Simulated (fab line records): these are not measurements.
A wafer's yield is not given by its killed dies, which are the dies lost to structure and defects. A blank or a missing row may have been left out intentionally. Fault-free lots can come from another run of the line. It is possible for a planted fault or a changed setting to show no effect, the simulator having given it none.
A lot that was struck, set against a sound lot ; flow berkeley cmos170 ; 15 steps out of a route of 331
Sound: these wafers, L646.3, L646.4, L646.5. Wafers L648.1, L648.3, L648.4 were the ones struck. The cause is given at the end.
Per side, at each step with rows, come the tool, then ch with its chambers, and then its first start. Under that, the readings that differ: sound wafers ; struck wafers ; difference of the means ; sigmas: that difference in standard deviations of wafers without a fault.
alike: readings whose means differ by less than 2 such deviations, and words and numbers that are the same on both sides. not compared: withheld readings, readings that some wafer has no value for, bounds like >300 that may hide the same value, and numbers for which the record gives no deviation and whose values overlap.
Wherever a step has rows on one side only, a row that says differs or no value, or a row with sigmas, the two part there. Numbers that don't overlap but have no deviation are shown without sigmas and don't part them. A reading missing from all wafers of one side parts the sides only when that side holds two or more wafers.

UCB170_ACTIVE_THK_MEAS_03:
  struck on film metro-01, day 6 03:30; sound on film metro-03, day 5 06:40
  alike: ACTIVE_OXIDE_THK
then, 2 steps without rows for these wafers: UCB170_ACTIVE_ANNEAL_04 (time 900 s); UCB170_ACTIVE_CVD_05 (deposits Si3N4 from SiH2Cl2/NH3, target thk 220 nm, time 3300 s).
UCB170_ACTIVE_THK_MEAS_06:
  struck on film metro-03, day 6 10:25; sound on film metro-03, day 5 14:05
  alike: ACTIVE_NITRIDE_THK
then, 6 steps without rows for these wafers: UCB170_ACTIVE_HMDS_07 (prime time 60 s); UCB170_ACTIVE_COAT_08 (resist thk 900 nm); UCB170_ACTIVE_SOFTBAKE_09 (time 60 s); UCB170_ACTIVE_EXPOSE_10 (exposes mask ACTIVE, target cd 1200 nm); UCB170_ACTIVE_PEB_11; UCB170_ACTIVE_DEVELOP_12 (develop time 45 s).
UCB170_ACTIVE_CD_MEAS_13: the cd target is 1200 nm.
  struck on cd sem-02, day 6 12:14; sound on cd sem-01, day 5 15:08
  alike: cd nm
UCB170_ACTIVE_OVL_MEAS_14:
  struck on overlay-01, day 6 12:22; sound on overlay-01, day 5 15:13
  alike: ACTIVE_OVL
UCB170_ACTIVE_ETCH_15: etches Si3N4 in CH3F/Ar/O2, stops on SiO2, target depth 242 nm, time 151 s.
  sound on rie diel-02 ch 1,2, day 5 15:14; struck on rie diel-02 ch 0,1,3, day 6 12:24
reading;sound;struck;difference;sigmas
model.KrF_of_ACTIVE_COAT_08.thk nm (nm);731.6 720.3 725;741.8 737.6 740.7;+14.4;
model.etch.depth nm (nm);220 217.8 218.2;213.6 216.8 212.1;-4.5;
  alike: drypump motor current A, oes product au, throttle valve pct
  not compared: rf hours counter h
UCB170_ACTIVE_STRIP_16: strips in O2.
  sound on plasma asher-01 ch 0,1, day 5 15:23; struck on plasma asher-02 ch 0,1, day 6 12:30
reading;sound;struck;difference;sigmas
drypump motor current A (A);6.0 6.5 6.1;4.7 4.8 5.6;-1.2;-2
strip time to endpoint s (s);18.25 17.97 18.11;18.51 18.40 18.48;+0.35;+3
  alike: oes product au
  not compared: rf hours counter h
UCB170_ACTIVE_CD_MEAS_90: the cd target is 1200 nm.
  struck on cd sem-02, day 6 12:36; sound on cd sem-02, day 5 15:29
  alike: cd nm

## WHERE THEY PART
UCB170_ACTIVE_STRIP_16 only, going by this record. Later steps at which nothing parts them and some readings are alike: UCB170_ACTIVE_CD_MEAS_90.

WHY: what the simulator had put in
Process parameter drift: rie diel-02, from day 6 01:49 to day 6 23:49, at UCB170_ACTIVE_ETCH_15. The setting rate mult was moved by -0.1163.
